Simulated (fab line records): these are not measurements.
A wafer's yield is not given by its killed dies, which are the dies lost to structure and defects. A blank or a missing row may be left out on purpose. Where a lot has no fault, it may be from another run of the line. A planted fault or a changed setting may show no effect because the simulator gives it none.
Which of the tools did it? -- flow berkeleyCmos170 -- Sampling: 14 lots, 42 wafers, 5 of 331 route steps

== WHAT THE GAUGES READ, wafer by wafer ==
UCB170_PWELL_TW_MEAS_17.
lot,measured,on,PWELL_TW
L485,day 3 06:40,filmMetro-03,380.5 378.4 380.6
L486,day 3 19:23,filmMetro-02,377.9 377.9 379.2
L488,day 3 20:02,filmMetro-04,378.6 377.8 377.4
L487,day 4 00:31,filmMetro-03,380.0 377.5 380.6
L490,day 4 08:27,filmMetro-03,380.2 378.3 377.3
L494,day 5 07:15,filmMetro-03,377.9 379.5 379.9
L496,day 5 14:47,filmMetro-04,338.0 337.2 338.3
L499,day 6 12:10,filmMetro-04,336.8 338.3 337.4
L500,day 6 12:34,filmMetro-02,378.0 376.8 379.7
L502,day 7 02:58,filmMetro-04,377.0 377.2 378.3
L503,day 7 03:13,filmMetro-02,378.5 379.1 376.8
L505,day 7 14:22,filmMetro-04,378.2 378.1 378.6
L507,day 8 02:18,filmMetro-02,379.8 379.5 380.7
L506,day 8 02:34,filmMetro-04,375.9 375.1 375.6

UCB170_PFIELD_OVL_MEAS_06.
lot,measured,on,PFIELD_OVL (nm)
L485,day 4 14:44,overlay-01,-3 0 -7
L486,day 5 08:53,overlay-01,-5 0 1
L488,day 5 08:10,overlay-01,2 -2 2
L487,day 5 08:37,overlay-01,-11 -7 -8
L490,day 6 00:40,overlay-02,-2 5 -1
L494,day 7 01:32,overlay-01,-6 -3 -11
L496,day 7 08:22,overlay-01,-5 5 2
L499,day 8 01:19,overlay-02,3 0 -1
L500,day 8 01:02,overlay-01,-4 -1 -4
L502,day 8 12:32,overlay-02,-5 1 -8
L503,day 8 11:59,overlay-02,-2 0 -2
L505,day 9 00:31,overlay-02,2 11 4
L507,day 9 19:10,overlay-01,-5 -1 -7
L506,day 9 19:25,overlay-02,-6 -4 -5

UCB170_FIELD_THK_MEAS_02.
lot,measured,on,FIELD_OXIDE_THK (nm)
L485,day 4 18:35,filmMetro-02,558 561 567
L486,day 5 15:21,filmMetro-04,562 561 546
L488,day 5 15:18,filmMetro-04,568 568 580
L487,day 5 15:18,filmMetro-03,566 562 557
L490,day 6 08:59,filmMetro-03,546 545 546
L494,day 7 08:32,filmMetro-02,554 554 550
L496,day 7 15:48,filmMetro-04,579 576 576
L499,day 8 07:31,filmMetro-04,571 572 565
L500,day 8 07:31,filmMetro-03,559 569 560
L502,day 8 19:52,filmMetro-04,534 536 545
L503,day 8 19:50,filmMetro-02,543 532 540
L505,day 9 12:00,filmMetro-03,538 541 543
L507,day 9 23:26,filmMetro-04,555 558 560
L506,day 9 23:26,filmMetro-02,551 555 543

== WHICH TOOL RAN EACH LOT (tool, then ch and the chambers of the sampled wafers, then the start) ==
lot,UCB170_PWELL_IMPLANT_15,UCB170_PFIELD_STRIP_08
L485,"implanter-01 ch 0, day 3 06:25","plasmaAsher-01 ch 0,1, day 4 14:56"
L486,"implanter-03 ch 0, day 3 19:10","plasmaAsher-02 ch 0,1, day 5 09:04"
L488,"implanter-01 ch 0, day 3 19:49","plasmaAsher-02 ch 0,1, day 5 08:23"
L487,"implanter-03 ch 0, day 4 00:17","plasmaAsher-01 ch 0,1, day 5 08:50"
L490,"implanter-04 ch 0, day 4 08:12","plasmaAsher-04 ch 0,1, day 6 00:51"
L494,"implanter-01 ch 0, day 5 07:01","plasmaAsher-01 ch 0,1, day 7 01:43"
L496,"implanter-01 ch 0, day 5 14:33","plasmaAsher-01 ch 0,1, day 7 08:32"
L499,"implanter-01 ch 0, day 6 11:55","plasmaAsher-01 ch 0,1, day 8 01:29"
L500,"implanter-04 ch 0, day 6 12:19","plasmaAsher-02 ch 1, day 8 01:13"
L502,"implanter-04 ch 0, day 7 02:46","plasmaAsher-02 ch 0,1, day 8 12:45"
L503,"implanter-03 ch 0, day 7 02:58","plasmaAsher-04 ch 0,1, day 8 12:10"
L505,"implanter-03 ch 0, day 7 14:07","plasmaAsher-02 ch 1, day 9 00:43"
L507,"implanter-04 ch 0, day 8 02:04","plasmaAsher-02 ch 1, day 9 19:20"
L506,"implanter-03 ch 0, day 8 02:19","plasmaAsher-04 ch 0,1, day 9 19:36"
- UCB170_PWELL_IMPLANT_15
- UCB170_PFIELD_STRIP_08: strips in O2.

== WHAT THE TOOLS THEMSELVES READ (means of the sampled wafers that have a number; where no wafer has one, the mark that the record gives instead) ==
UCB170_PWELL_IMPLANT_15.
lot,tool,beamEnergyKeV,doseIonsCm2,faradayCurrentUA
L485,implanter-01,59.984,5e+12,15.7
L486,implanter-03,60.021,5e+12,16.0
L488,implanter-01,60.020,5e+12,16.0
L487,implanter-03,59.992,5e+12,16.1
L490,implanter-04,60.006,5e+12,16.1
L494,implanter-01,59.995,5e+12,15.6
L496,implanter-01,60.002,4e+12,11.0
L499,implanter-01,60.003,4e+12,11.2
L500,implanter-04,59.999,5e+12,16.1
L502,implanter-04,60.017,5e+12,15.8
L503,implanter-03,60.019,5e+12,15.9
L505,implanter-03,59.995,5e+12,15.5
L507,implanter-04,59.992,5e+12,15.7
L506,implanter-03,59.997,5e+12,16.0

UCB170_PFIELD_STRIP_08.
lot,tool,drypumpMotorCurrentA (A),o2FlowSccm (sccm),oesProductAu (a.u.),stripTimeToEndpointS (s)
L485,plasmaAsher-01,5.8,399.3,0.735,21.60
L486,plasmaAsher-02,5.6,400.2,0.735,21.58
L488,plasmaAsher-02,5.6,401.2,0.738,21.63
L487,plasmaAsher-01,5.6,400.3,0.734,21.62
L490,plasmaAsher-04,5.7,399.4,0.732,21.59
L494,plasmaAsher-01,5.6,398.7,0.734,21.61
L496,plasmaAsher-01,5.6,401.0,0.732,21.59
L499,plasmaAsher-01,5.8,399.2,0.736,21.64
L500,plasmaAsher-02,5.8,398.8,0.733,21.71
L502,plasmaAsher-02,5.6,399.2,0.739,21.63
L503,plasmaAsher-04,5.7,399.5,0.736,21.57
L505,plasmaAsher-02,5.7,400.3,0.741,21.63
L507,plasmaAsher-02,5.7,400.2,0.729,21.65
L506,plasmaAsher-04,6.0,399.8,0.732,21.76

== THE ANSWER, worked out from the rows above alone ==
Rule: the lots themselves supply what counts as usual. The widest of any qualifying gaps counts: lots, ordered by their means at a reading, are off when they make up no more than a third of the lots, leave a main group of 4 or more, and stand apart from it by 3 or more times the standard deviation of that group's means. Not used: any main group whose means are identical at the precision the tables above print for the reading. A lot without any number at a reading at which 4 lots or more have one is off too. Any other lot the step has rows for is counted as sound. After the gauges, taken in route order, come the tools' own readings; for these a lot's mean is taken, as printed above. The first step at which some lot is off is used, and at that step the reading that is off furthest; a lot without a number counts as furthest.
Off: at UCB170_PWELL_TW_MEAS_17 (PWELL_TW), L496, L499. Mean 378.4 and standard deviation 1.1 in the main group.
If a tool, at a process step before that reading, ran all the lots that are off and no sound lot after the first of them, it fits. Not tried: the gauges at UCB170_PWELL_TW_MEAS_17; whatever is off there is also off at UCB170_PWELL_IMPLANT_15, on other tools, and gauge error can't account for it. One candidate fits, namely implanter-01 at UCB170_PWELL_IMPLANT_15. Its last sound lot is L494 (day 5 07:01), its first lot that is off L496 (day 5 14:33): a fault that began between those two fits.
The tool's own readings at UCB170_PWELL_IMPLANT_15 bear it out: on the lots that are off they differ by more than 5 times the standard deviation of the sound lots' means. doseIonsCm2 reads 4e+12 there against 5e+12 on the sound lots; faradayCurrentUA reads 11.1 there against 15.9 on the sound lots.

== WHAT WAS PUT IN BY THE SIMULATOR ==
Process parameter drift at UCB170_PWELL_IMPLANT_15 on implanter-01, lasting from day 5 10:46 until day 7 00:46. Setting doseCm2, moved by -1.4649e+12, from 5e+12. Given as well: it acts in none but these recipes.
Lots struck among those shown: L496, L499. Same finding as the rule above.
